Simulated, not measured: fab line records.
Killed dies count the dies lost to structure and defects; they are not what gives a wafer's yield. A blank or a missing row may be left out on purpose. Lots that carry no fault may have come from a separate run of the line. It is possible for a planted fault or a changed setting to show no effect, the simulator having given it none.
Which tool did it? / flow berkeley cmos170 / 14 lots with 42 wafers sampled at 4 steps, on a route of 331 steps

## WHAT THE GAUGES SHOWED, per wafer
UCB170_START_THK_MEAS_03. Usual: START_OXIDE_THK gives 20.0 nm (standard deviation 0.52).
lot=L249; measured=day 1 16:13; on=film metro-04; START_OXIDE_THK (nm)=19.6 19.4 19.1; flag=
lot=L250; measured=day 1 21:42; on=film metro-01; START_OXIDE_THK (nm)=20.3 19.9 19.7; flag=
lot=L253; measured=day 2 08:09; on=film metro-03; START_OXIDE_THK (nm)=19.9 19.5 19.6; flag=
lot=L255; measured=day 2 20:35; on=film metro-04; START_OXIDE_THK (nm)=19.9 19.8 19.2; flag=
lot=L256; measured=day 3 00:35; on=film metro-03; START_OXIDE_THK (nm)=19.3 19.5 19.4; flag=
lot=L257; measured=day 3 07:20; on=film metro-01; START_OXIDE_THK (nm)=20.3 20.6 20.3; flag=
lot=L260; measured=day 4 01:01; on=film metro-01; START_OXIDE_THK (nm)=19.9 19.3 19.7; flag=
lot=L261; measured=day 4 01:03; on=film metro-03; START_OXIDE_THK (nm)=19.6 19.4 19.6; flag=
lot=L262; measured=day 4 10:29; on=film metro-04; START_OXIDE_THK (nm)=20.8 20.7 20.7; flag=
lot=L264; measured=day 4 17:31; on=film metro-03; START_OXIDE_THK (nm)=20.5 20.6 20.9; flag=
lot=L267; measured=day 5 08:28; on=film metro-03; START_OXIDE_THK (nm)=20.1 19.9 20.0; flag=
lot=L269; measured=day 5 20:35; on=film metro-04; START_OXIDE_THK (nm)=20.1 20.0 20.0; flag=
lot=L270; measured=day 6 01:56; on=film metro-04; START_OXIDE_THK (nm)=19.9 19.9 19.9; flag=
lot=L272; measured=day 6 12:52; on=film metro-01; START_OXIDE_THK (nm)=20.3 20.1 20.3; flag=

UCB170_FIELD_THK_MEAS_90. Usual: FIELD_OXIDE_LEFT_1_THK gives 440 nm (standard deviation 10).
lot=L249; measured=day 5 21:57; on=film metro-04; FIELD_OXIDE_LEFT_1_THK (nm)=444 445 444; flag=
lot=L250; measured=day 5 21:58; on=film metro-02; FIELD_OXIDE_LEFT_1_THK (nm)=442 435 436; flag=
lot=L253; measured=day 6 07:10; on=film metro-02; FIELD_OXIDE_LEFT_1_THK (nm)=443 447 450; flag=
lot=L255; measured=day 6 20:48; on=film metro-02; FIELD_OXIDE_LEFT_1_THK (nm)=449 442 449; flag=
lot=L256; measured=day 7 05:33; on=film metro-02; FIELD_OXIDE_LEFT_1_THK (nm)=446 448 439; flag=
lot=L257; measured=day 7 14:46; on=film metro-03; FIELD_OXIDE_LEFT_1_THK (nm)=449 459 447; flag=
lot=L260; measured=day 8 01:06; on=film metro-03; FIELD_OXIDE_LEFT_1_THK (nm)=443 437 441; flag=
lot=L261; measured=day 8 07:56; on=film metro-02; FIELD_OXIDE_LEFT_1_THK (nm)=433 437 432; flag=
lot=L262; measured=day 8 22:31; on=film metro-03; FIELD_OXIDE_LEFT_1_THK (nm)=435 432 439; flag=
lot=L264; measured=day 8 22:28; on=film metro-02; FIELD_OXIDE_LEFT_1_THK (nm)=426 426 424; flag=
lot=L267; measured=day 9 17:59; on=film metro-04; FIELD_OXIDE_LEFT_1_THK (nm)=445 454 460; flag=
lot=L269; measured=day 10 06:16; on=film metro-02; FIELD_OXIDE_LEFT_1_THK (nm)=424 417 418; flag=
lot=L270; measured=day 10 06:13; on=film metro-02; FIELD_OXIDE_LEFT_1_THK (nm)=450 445 447; flag=
lot=L272; measured=day 11 07:03; on=film metro-02; FIELD_OXIDE_LEFT_1_THK (nm)=433 430 427; flag=

## WHAT TOOL EACH LOT RAN ON (gives the tool, then ch and the chambers of the sampled wafers, and finally the start)
lot=L249; UCB170_PWELL_STRIP_16=plasma asher-02 ch 0,1, day 3 14:31; UCB170_PFIELD_IMPLANT_07=implanter-02 ch 0, day 5 04:06
lot=L250; UCB170_PWELL_STRIP_16=plasma asher-04 ch 0,1, day 3 14:34; UCB170_PFIELD_IMPLANT_07=implanter-01 ch 0, day 5 04:16
lot=L253; UCB170_PWELL_STRIP_16=plasma asher-01 ch 0,1, day 4 05:26; UCB170_PFIELD_IMPLANT_07=implanter-01 ch 0, day 5 13:45
lot=L255; UCB170_PWELL_STRIP_16=plasma asher-01 ch 0, day 4 13:17; UCB170_PFIELD_IMPLANT_07=implanter-04 ch 0, day 6 03:28
lot=L256; UCB170_PWELL_STRIP_16=plasma asher-04 ch 0,1, day 4 21:19; UCB170_PFIELD_IMPLANT_07=implanter-04 ch 0, day 6 11:44
lot=L257; UCB170_PWELL_STRIP_16=plasma asher-02 ch 0,1, day 5 03:18; UCB170_PFIELD_IMPLANT_07=implanter-01 ch 0, day 6 20:00
lot=L260; UCB170_PWELL_STRIP_16=plasma asher-02 ch 0,1, day 5 19:57; UCB170_PFIELD_IMPLANT_07=implanter-04 ch 0, day 7 10:25
lot=L261; UCB170_PWELL_STRIP_16=plasma asher-04 ch 0,1, day 5 19:44; UCB170_PFIELD_IMPLANT_07=implanter-01 ch 0, day 7 10:44
lot=L262; UCB170_PWELL_STRIP_16=plasma asher-01 ch 0,1, day 6 12:45; UCB170_PFIELD_IMPLANT_07=implanter-02 ch 0, day 8 05:19
lot=L264; UCB170_PWELL_STRIP_16=plasma asher-02 ch 0,1, day 6 12:31; UCB170_PFIELD_IMPLANT_07=implanter-01 ch 0, day 8 05:04
lot=L267; UCB170_PWELL_STRIP_16=plasma asher-02 ch 0,1, day 7 03:16; UCB170_PFIELD_IMPLANT_07=implanter-04 ch 0, day 8 21:47
lot=L269; UCB170_PWELL_STRIP_16=plasma asher-01 ch 0, day 7 21:15; UCB170_PFIELD_IMPLANT_07=implanter-02 ch 0, day 9 08:47
lot=L270; UCB170_PWELL_STRIP_16=plasma asher-02 ch 0,1, day 7 21:34; UCB170_PFIELD_IMPLANT_07=implanter-04 ch 0, day 9 08:32
lot=L272; UCB170_PWELL_STRIP_16=plasma asher-01 ch 1, day 8 13:23; UCB170_PFIELD_IMPLANT_07=implanter-02 ch 0, day 10 09:40
- UCB170_PWELL_STRIP_16: strips in O2.
- UCB170_PFIELD_IMPLANT_07

## AS READ BY THE TOOLS THEMSELVES (means over the sampled wafers that have a number; for cases with no such wafer, the mark the record gives instead)
UCB170_PWELL_STRIP_16. Usual: drypump motor current A 5.6 A, standard deviation 0.48; oes product au 0.721 a.u., standard deviation 0.0049; strip time to endpoint s 18.10 s, standard deviation 0.086.
lot=L249; tool=plasma asher-02; drypump motor current A (A)=5.8; oes product au (a.u.)=0.721; strip time to endpoint s (s)=18.05; flag=
lot=L250; tool=plasma asher-04; drypump motor current A (A)=5.0; oes product au (a.u.)=0.719; strip time to endpoint s (s)=18.11; flag=
lot=L253; tool=plasma asher-01; drypump motor current A (A)=6.2; oes product au (a.u.)=0.724; strip time to endpoint s (s)=18.13; flag=
lot=L255; tool=plasma asher-01; drypump motor current A (A)=6.3; oes product au (a.u.)=0.717; strip time to endpoint s (s)=18.02; flag=
lot=L256; tool=plasma asher-04; drypump motor current A (A)=5.2; oes product au (a.u.)=0.720; strip time to endpoint s (s)=18.08; flag=
lot=L257; tool=plasma asher-02; drypump motor current A (A)=5.7; oes product au (a.u.)=0.717; strip time to endpoint s (s)=18.11; flag=
lot=L260; tool=plasma asher-02; drypump motor current A (A)=5.6; oes product au (a.u.)=0.722; strip time to endpoint s (s)=18.03; flag=
lot=L261; tool=plasma asher-04; drypump motor current A (A)=5.2; oes product au (a.u.)=0.720; strip time to endpoint s (s)=18.02; flag=
lot=L262; tool=plasma asher-01; drypump motor current A (A)=6.1; oes product au (a.u.)=0.715; strip time to endpoint s (s)=18.12; flag=
lot=L264; tool=plasma asher-02; drypump motor current A (A)=5.8; oes product au (a.u.)=0.716; strip time to endpoint s (s)=18.01; flag=
lot=L267; tool=plasma asher-02; drypump motor current A (A)=5.8; oes product au (a.u.)=0.724; strip time to endpoint s (s)=18.14; flag=
lot=L269; tool=plasma asher-01; drypump motor current A (A)=6.3; oes product au (a.u.)=0.723; strip time to endpoint s (s)=18.15; flag=
lot=L270; tool=plasma asher-02; drypump motor current A (A)=5.7; oes product au (a.u.)=0.722; strip time to endpoint s (s)=18.13; flag=
lot=L272; tool=plasma asher-01; drypump motor current A (A)=6.0; oes product au (a.u.)=0.727; strip time to endpoint s (s)=18.19; flag=

UCB170_PFIELD_IMPLANT_07. Usual: dose ions cm2 1.9999e+13, standard deviation 1.8e+10; faraday current uA 63.5, standard deviation 1.3.
lot=L249; tool=implanter-02; dose ions cm2=2.0002e+13; faraday current uA=64.0; flag=
lot=L250; tool=implanter-01; dose ions cm2=1.9995e+13; faraday current uA=62.4; flag=
lot=L253; tool=implanter-01; dose ions cm2=1.9994e+13; faraday current uA=64.1; flag=
lot=L255; tool=implanter-04; dose ions cm2=1.9981e+13; faraday current uA=65.1; flag=
lot=L256; tool=implanter-04; dose ions cm2=1.9984e+13; faraday current uA=62.8; flag=
lot=L257; tool=implanter-01; dose ions cm2=2.0003e+13; faraday current uA=62.4; flag=
lot=L260; tool=implanter-04; dose ions cm2=2.0026e+13; faraday current uA=63.3; flag=
lot=L261; tool=implanter-01; dose ions cm2=1.8800e+13; faraday current uA=59.8; flag=OFF
lot=L262; tool=implanter-02; dose ions cm2=1.9987e+13; faraday current uA=64.2; flag=
lot=L264; tool=implanter-01; dose ions cm2=1.8799e+13; faraday current uA=59.8; flag=OFF
lot=L267; tool=implanter-04; dose ions cm2=2.0000e+13; faraday current uA=63.0; flag=
lot=L269; tool=implanter-02; dose ions cm2=1.9995e+13; faraday current uA=63.3; flag=
lot=L270; tool=implanter-04; dose ions cm2=2.0006e+13; faraday current uA=63.6; flag=
lot=L272; tool=implanter-02; dose ions cm2=2.0002e+13; faraday current uA=63.0; flag=

## THE ANSWER, worked out from the rows above alone
Rule: lot off if the mean of its wafers having a number is beyond 3 standard deviations from the usual mean. Also off: a lot with no number at a reading for which 4 or more lots have one. The other lots that the step has rows for count as sound. The gauges are gone through in route order, then the tools' own readings, and for those a lot's mean is taken as printed above. The first step at which some lot is off is used, and at that step the reading that is off furthest; a lot without a number counts as furthest.
Off at UCB170_PFIELD_IMPLANT_07 (dose ions cm2): L261, L264.
A tool fits if, at that step or a process step before it, it ran every lot that is off, and no sound lot after the first of them. One fits: implanter-01 at UCB170_PFIELD_IMPLANT_07. A fault onset in the window from L257 (day 6 20:00, its last sound lot) to L261 (day 7 10:44, its first lot off) fits.
The tool's own readings at UCB170_PFIELD_IMPLANT_07 bear it out: on the lots that are off they differ by more than 5 times the standard deviation of the sound lots' means. dose ions cm2 reads 1.8800e+13 there against 1.9998e+13 on the sound lots.

## WHAT HAD BEEN PUT IN BY THE SIMULATOR
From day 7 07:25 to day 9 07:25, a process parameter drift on implanter-01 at UCB170_PFIELD_IMPLANT_07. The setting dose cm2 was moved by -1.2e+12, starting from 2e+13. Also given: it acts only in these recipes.
Shown lots that were struck: L261, L264. The rule given above showed the same thing.
